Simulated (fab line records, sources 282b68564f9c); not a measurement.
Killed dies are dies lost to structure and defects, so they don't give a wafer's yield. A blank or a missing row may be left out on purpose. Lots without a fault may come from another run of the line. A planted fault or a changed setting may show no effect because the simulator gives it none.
Which tool did it? | flow rit_cmos | 7 lots, 21 wafers sampled, at 2 steps of a route of 202

WHAT THE GAUGES READ, wafer by wafer
RIT_ACTIVE_THK_MEAS_04.
lot  | measured    | on            | ACTIVE_NITRIDE_THK (nm)
L970 | day 1 23:38 | film_metro-01 | 152.5 152.7 151.9
L973 | day 2 15:26 | film_metro-04 | 150.9 150.5 149.6
L975 | day 3 02:23 | film_metro-01 | 147.9 147.8 149.0
L977 | day 3 12:25 | film_metro-03 | 148.5 149.1 147.4
L980 | day 4 02:36 | film_metro-04 | 151.2 152.0 151.2
L982 | day 4 12:14 | film_metro-03 | 147.9 147.9 146.9
L990 | day 6 07:13 | film_metro-01 | 303.7 303.3 304.5 303.6 303.1 304.3

WHICH TOOL RAN EACH LOT (tool, then ch and the chambers of the sampled wafers, then the start)
lot  | RIT_ACTIVE_CVD_03
L970 | lpcvd-01 ch 0, day 1 22:13
L973 | lpcvd-01 ch 0, day 2 14:01
L975 | lpcvd-02 ch 1, day 3 00:16
L977 | lpcvd-01 ch 1, day 3 11:00
L980 | lpcvd-01 ch 1, day 4 01:10
L982 | lpcvd-02 ch 1, day 4 10:07
L990 | lpcvd-01 ch 0, day 6 04:13
- RIT_ACTIVE_CVD_03: deposits Si3N4 from SiH2Cl2/NH3, target thk 150 nm, time 1500 s.

THE ANSWER, worked out from the rows above alone
Rule: what is usual is taken from the lots themselves. Put in order of their means at a reading, lots are off if they are a third of the lots or fewer, leave a main group of 4 or more, and stand apart from it by a gap of 3 or more times the standard deviation of the main group's means; of several such gaps the widest counts. A main group whose means are all the same, to the digits that the tables above print for the reading, isn't used. A lot without any number at a reading at which 4 lots or more have one is off too. The other lots that the step has rows for count as sound.
Off: L990, at RIT_ACTIVE_THK_MEAS_04 (ACTIVE_NITRIDE_THK). The main group: mean 149.7 nm, standard deviation 1.8.
A tool fits if, at a process step before that reading, it ran every lot that is off, and no sound lot after the first of them. The gauges at RIT_ACTIVE_THK_MEAS_04 are tried like those tools. Can't be told from this: 2 tools fit, lpcvd-01 at RIT_ACTIVE_CVD_03, film_metro-01 at RIT_ACTIVE_THK_MEAS_04.

WHAT THE SIMULATOR HAD PUT IN
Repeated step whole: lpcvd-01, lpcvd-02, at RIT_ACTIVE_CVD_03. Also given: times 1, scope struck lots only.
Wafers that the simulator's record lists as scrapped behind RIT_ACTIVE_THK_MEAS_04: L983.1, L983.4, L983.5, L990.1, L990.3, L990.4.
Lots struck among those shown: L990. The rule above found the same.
